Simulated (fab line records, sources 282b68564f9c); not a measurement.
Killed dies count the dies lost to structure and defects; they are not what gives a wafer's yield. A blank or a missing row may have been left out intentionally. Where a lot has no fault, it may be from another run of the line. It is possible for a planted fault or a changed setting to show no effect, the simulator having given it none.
Which tool was responsible? :: flow rit cmos :: 7 lots with 21 wafers sampled at 2 steps, on a route of 202 steps

WHAT THE GAUGES READ, wafer by wafer
RIT_NRETRO_OVL_MEAS_06.
lot: L834
measured: day 2 12:12
on: overlay-01
NRETRO_OVL (nm): 1.2 1.9 1.9

lot: L836
measured: day 2 21:25
on: overlay-02
NRETRO_OVL (nm): 0.4 2.3 1.4

lot: L838
measured: day 3 08:02
on: overlay-01
NRETRO_OVL (nm): -0.7 1.3 -0.2

lot: L840
measured: day 3 20:09
on: overlay-02
NRETRO_OVL (nm): 0.2 1.2 -0.8

lot: L844
measured: day 4 14:19
on: overlay-02
NRETRO_OVL (nm): -1.9 -2.9 -2.2

lot: L846
measured: day 5 00:38
on: overlay-02
NRETRO_OVL (nm): -0.4 -1.1 0.1

lot: L854
measured: day 6 17:11
on: overlay-01
NRETRO_OVL (nm): -0.2 -0.7 -0.1

WHICH TOOL RAN EACH LOT (tool, then ch and the chambers of the sampled wafers, then the start)
lot: L834
RIT_NWELL_STRIP_09: plasma asher-02 ch 0,1, day 2 03:53

lot: L836
RIT_NWELL_STRIP_09: plasma asher-02 ch 0,1, day 2 12:47

lot: L838
RIT_NWELL_STRIP_09: plasma asher-04 ch 0,1, day 2 23:44

lot: L840
RIT_NWELL_STRIP_09: plasma asher-04 ch 0,1, day 3 11:54

lot: L844
RIT_NWELL_STRIP_09: plasma asher-01 ch 0,1, day 4 05:24

lot: L846
RIT_NWELL_STRIP_09: plasma asher-02 ch 0,1, day 4 15:50

lot: L854
RIT_NWELL_STRIP_09: plasma asher-01 ch 0,1, day 6 08:31
- RIT_NWELL_STRIP_09: strips in O2, time 180 s.

THE ANSWER, worked out from the rows above alone
Rule: what is usual is taken from the lots themselves. The widest of any qualifying gaps counts: lots, ordered by their means at a reading, are off when they make up no more than a third of the lots, leave a main group of 4 or more, and stand apart from it by 3 or more times the standard deviation of that group's means. The tables above print the reading to a certain number of digits; a main group whose means all agree to those digits is not used. A lot without any number at a reading at which 4 lots or more have one is off too. The other lots that the step has rows for count as sound.
No lot is off on any of the readings shown, so nothing can be concluded from this.

WHAT THE SIMULATOR HAD INSERTED
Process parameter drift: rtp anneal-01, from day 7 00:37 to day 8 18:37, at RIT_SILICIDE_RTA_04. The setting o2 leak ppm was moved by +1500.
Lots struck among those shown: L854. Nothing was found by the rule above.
